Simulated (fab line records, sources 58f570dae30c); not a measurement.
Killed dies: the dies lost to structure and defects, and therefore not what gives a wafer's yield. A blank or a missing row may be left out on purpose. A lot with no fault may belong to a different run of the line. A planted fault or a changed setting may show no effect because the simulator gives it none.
8D (eight disciplines) problem report, filled in by code -- flow berkeleyCmos170 -- the parts of the form that need people (team, actions taken, sign-off) are left out

## 1. PROBLEM STATEMENT
Mean of cdNm at UCB170_ACTIVE_CD_MEAS_13: 1210.4 nm across 6 wafers in 2 lots; on wafers with no fault it is 1200.0 nm (standard deviation 1.4). Relative to the usual mean, that is a shift of +7.5 standard deviations.
The step: target cd 1200 nm.
First observed at day 8 15:11: wafer L993.2, on cdSem-02. The record has a number at this step for 42 wafers belonging to 14 lots. The rule behind "out" and "out of limits": a value lying over 4 standard deviations away from the usual mean. Any other wafer with a number is counted as sound.

## 2. WHAT IT IS, AND WHAT IT ISN'T
question,is,is not
which readings at this step,cdNm,-
which lots,"L993, L996","L976, L977, L978, L979, L980, L981, L983, L984, L985, L986, L987, L991"
which wafers of those lots,all that have a number,-
read on which gauges,"cdSem-01, cdSem-02",-
when,from day 8 15:11,up to then (36 sound wafers)

## 3. WHAT RULES OUT EACH SUSPECT
Counting: a tool at a process step up to the reading stays a suspect if it ran every lot that is out and no sound lot after the first of them.
- the gauge at UCB170_ACTIVE_CD_MEAS_13 is ruled out. The wafers that are out were read on 2 gauges (cdSem-01, cdSem-02).
- lithoTrack-02 at UCB170_ACTIVE_SOFTBAKE_09 (time 57.21 s): kept. Every lot that is out went through it, starting with L993 (day 8 14:29), and after that it ran no sound lot; the last sound lot it ran before then is L991 (day 7 23:46). Its own heaterPowerTotalW, plateTempC readings are out on those wafers.
After counting, what remains is lithoTrack-02 at UCB170_ACTIVE_SOFTBAKE_09.

## 4. THE CAUSE (what the simulator had put in)
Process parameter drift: lithoTrack-02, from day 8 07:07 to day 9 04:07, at UCB170_ACTIVE_SOFTBAKE_09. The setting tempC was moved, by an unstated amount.
Only this tool survived the counting.

## 5. SEQUENCE OF EFFECTS, ordered by route
One row per reading whose mean, taken over the struck wafers that have a number, lies over 3 standard deviations from the usual. Only readings for which the record gives a usual standard deviation are gone through. hours: the time from each lot's start at the first step in this table that gives one to its start at this step, as a median over the lots. sigmas: the change in usual standard deviations.
hours,step,reading,usual,on struck wafers,change,sigmas
0,UCB170_ACTIVE_SOFTBAKE_09,heaterPowerTotalW,57.56 W,55.12,-2.44,-51
0,UCB170_ACTIVE_SOFTBAKE_09,plateTempC,129.99 C,125.67,-4.32,-36
1,UCB170_ACTIVE_CD_MEAS_13,cdNm,1200.0 nm,1210.4,+10.4,+7.5
It contains these process steps:
- UCB170_ACTIVE_SOFTBAKE_09: time 57.21 s.
Later measuring or inspecting steps at which every struck wafer that the step has a row for has a number for every such reading, and none has moved that far: UCB170_PLDD_OVL_MEAS_07, UCB170_SILICIDE_THK_MEAS_03.

## 6. WHAT WOULD HAVE CAUGHT IT SOONER
The first out-of-limits reading at a measuring or inspecting step in this record came at day 8 15:11, 8 hours after the fault's start at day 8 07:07.
Tool's own readings at UCB170_ACTIVE_SOFTBAKE_09, heaterPowerTotalW, plateTempC: out on all struck wafers the step has rows for; an alarm limit on them would have tripped on the first.
Of the lots that are out (2), L996 began UCB170_ACTIVE_SOFTBAKE_09 on lithoTrack-02 after day 8 15:11. It would have been spared by a hold on the tool at that moment.
